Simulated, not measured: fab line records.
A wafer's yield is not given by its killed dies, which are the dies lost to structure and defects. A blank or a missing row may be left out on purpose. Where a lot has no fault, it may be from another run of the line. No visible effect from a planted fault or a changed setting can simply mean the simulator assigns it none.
A lot that was struck, set against a sound lot :: flow rit-cmos :: 21 steps out of a route of 202
Sound: these wafers, L564.3, L564.4, L564.6. Wafers struck: L568.1, L568.3, L568.5. The cause is named last.
Each step with rows lists, per side, the tool, then ch with its chambers, then its first start. Under that, the readings that differ: sound wafers :: struck wafers :: difference of the means :: sigmas: that difference in standard deviations of wafers without a fault.
alike: readings with means less than 2 such deviations apart, plus words and numbers identical on both sides. not compared: withheld readings, readings lacking a value on some wafer, bounds such as >300 that could conceal the same value, and numbers that have no deviation in the record and whose values overlap.
A row with sigmas, a row that says differs or no value, or rows on one side alone: a step with any of these is where the two part. Numbers that have no deviation but don't overlap get no sigmas and don't part them. A reading that every wafer of one side lacks parts them only if that side has two wafers or more.

first, 6 steps without rows for these wafers: RIT_NLDD_HMDS_00 (prime time 60 s); RIT_NLDD_COAT_01 (resist thk 1000 nm); RIT_NLDD_SOFTBAKE_02 (time 60 s); RIT_NLDD_EXPOSE_03 (exposes mask M7, target cd 40700 nm); RIT_NLDD_PEB_04; RIT_NLDD_DEVELOP_05 (develop time 50 s).
RIT_NLDD_OVL_MEAS_06:
  sound on overlay-01, day 4 12:34; struck on overlay-01, day 5 05:13
  alike: NLDD_OVL
then, 2 steps without rows for these wafers: RIT_NLDD_HARDBAKE_07 (time 60 s); RIT_NLDD_IMPLANT_08.
RIT_NLDD_STRIP_09: strips in O2, time 180 s.
  sound on plasma-asher-01 ch 0,1, day 4 12:57; struck on plasma-asher-01 ch 1, day 5 05:34
  alike: drypump-motor-current-A
  not compared: rf-hours-counter-h
RIT_NLDD_TW_MEAS_10:
  sound on film-metro-01, day 4 13:05; struck on film-metro-01, day 5 05:44
  alike: NLDD_TW
then, 1 step without rows for these wafers: RIT_PLDD_HMDS_00 (prime time 60 s).
RIT_PLDD_COAT_01: resist thk 1000 nm.
  sound on litho-track-04 ch 0, day 4 13:19; struck on litho-track-03 ch 0, day 5 05:57
reading: model.NOVOLAK_of_PLDD_COAT_01.thk-nm (nm)
sound: 999.2 1000 999
struck: 952.8 955.4 952.5
difference: -45.8
sigmas: 
then, 4 steps without rows for these wafers: RIT_PLDD_SOFTBAKE_02 (time 60 s); RIT_PLDD_EXPOSE_03 (exposes mask M8, target cd 40900 nm); RIT_PLDD_PEB_04; RIT_PLDD_DEVELOP_05 (develop time 50 s).
RIT_PLDD_OVL_MEAS_06:
  sound on overlay-01, day 4 13:59; struck on overlay-02, day 5 06:39
  alike: PLDD_OVL
RIT_PLDD_HARDBAKE_07: time 60 s.
  sound on litho-track-03 ch 0, day 4 14:04; struck on litho-track-04 ch 0, day 5 06:41
reading: model.NOVOLAK_of_PLDD_COAT_01.thk-nm (nm)
sound: 883.2 884 883
struck: 842.5 844.8 842.3
difference: -40.2
sigmas: 
after that, 1 step had no rows for these wafers: RIT_PLDD_IMPLANT_08.
RIT_M1_PROBE_99:
  sound on prober-01, day 5 04:05; struck on prober-01, day 5 20:23
  alike: killed_at_M0_to_M3, killed-at-front-end, killed-dies, killed-open, killed-short

== WHERE THEY PART ==
Nowhere in this record.

WHY: what the simulator had put in
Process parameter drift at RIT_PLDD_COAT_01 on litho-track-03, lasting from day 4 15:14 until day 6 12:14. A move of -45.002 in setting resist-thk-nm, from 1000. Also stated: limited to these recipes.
